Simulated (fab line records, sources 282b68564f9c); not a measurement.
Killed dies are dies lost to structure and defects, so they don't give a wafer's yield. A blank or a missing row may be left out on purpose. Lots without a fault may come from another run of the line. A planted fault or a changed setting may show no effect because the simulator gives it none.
Problem report in the 8D (eight disciplines) form, filled by code | flow rit_cmos | the parts of the form that need people (team, actions taken, sign-off) are left out

1. THE PROBLEM
killed_at_front_end at RIT_M1_PROBE_99 reads a mean of 264.0 on 6 wafers of 2 lots; wafers without a fault read 7.1 with a standard deviation of 2.7. That is +95 standard deviations from the usual mean.
First seen on wafer L105.2, day 7 01:07, on prober-01. The record holds 27 wafers of 9 lots with a number at this step. Rule for "out", or "out of limits": more than 4 standard deviations from the usual mean. The other wafers with a number count as sound.

2. WHAT IT IS AND WHAT IT IS NOT
question                    | is                                              | is not
which readings at this step | killed_at_front_end, killed_dies, killed_on_rim | killed_at_M0_to_M3, killed_open, killed_short
which lots                  | L105, L106                                      | L100, L104, L111, L988, L994, L996, L997
which wafers of those lots  | all that have a number                          | -
read on which tools         | prober-01, prober-02                            | -
when                        | from day 7 01:07                                | up to then (18 sound wafers); but 3 sound wafers of L111 came after

3. SUSPECTS, AND WHAT RULES EACH OUT
Counting: a tool at a process step up to the reading stays a suspect if it ran every lot that is out and no sound lot after the first of them.
- lpcvd-01 at RIT_ACTIVE_CVD_03 (deposits Si3N4 from SiH2Cl2/NH3, target thk 150 nm, time 1500 s): kept. It ran every lot that is out, first L105 (day 5 01:55), and no sound lot after that; its last sound lot up to then is L997 (day 3 09:07).
Left after counting: lpcvd-01 at RIT_ACTIVE_CVD_03.

4. THE CAUSE (what the simulator had put in)
Skipped step whole: lpcvd-01, from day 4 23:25 on, at RIT_ACTIVE_CVD_03. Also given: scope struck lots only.
Counting left only this tool.

5. THE CHAIN OF EFFECTS, in route order
Each row: a reading whose mean over the struck wafers that have a number lies more than 3 standard deviations from the usual. Only readings for which the record gives a usual standard deviation are gone through. hours: the time from each lot's start at the first step in this table that gives one to its start at this step, as a median over the lots. sigmas: the change in usual standard deviations.
hours | step            | reading             | usual | on struck wafers | change | sigmas
0     | RIT_M1_PROBE_99 | killed_at_front_end | 7.1   | 264.0            | +256.9 | +95
0     | RIT_M1_PROBE_99 | killed_dies         | 7.2   | 264.0            | +256.8 | +95
0     | RIT_M1_PROBE_99 | killed_on_rim       | 1.9   | 70.0             | +68.1  | +57
The process steps in it:
- RIT_M1_PROBE_99
Readings that are blank on the struck wafers while sound wafers have them: nh3_flow_sccm at RIT_ACTIVE_CVD_03; pressure_mtorr at RIT_ACTIVE_CVD_03; cd_nm at RIT_ACTIVE_CD_MEAS_90.

6. WHAT WOULD HAVE CAUGHT IT SOONER
In this record the first reading out of limits was taken at day 7 01:07, 50 hours after the fault began at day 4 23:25.
Between RIT_ACTIVE_CVD_03 and RIT_M1_PROBE_99, RIT_ACTIVE_CD_MEAS_90 gave no cd_nm on the struck wafers, where sound wafers have one: a measuring or inspecting step that comes back empty is itself a sign.
At RIT_ACTIVE_CVD_03 the tool's readings are blank on the struck wafers, where sound wafers have them: an empty tool record is the first sign, and it was there at once.
All the lots that are out (2) had begun RIT_ACTIVE_CVD_03 on lpcvd-01 by day 7 01:07. A hold on the tool at that time would have spared none of them.
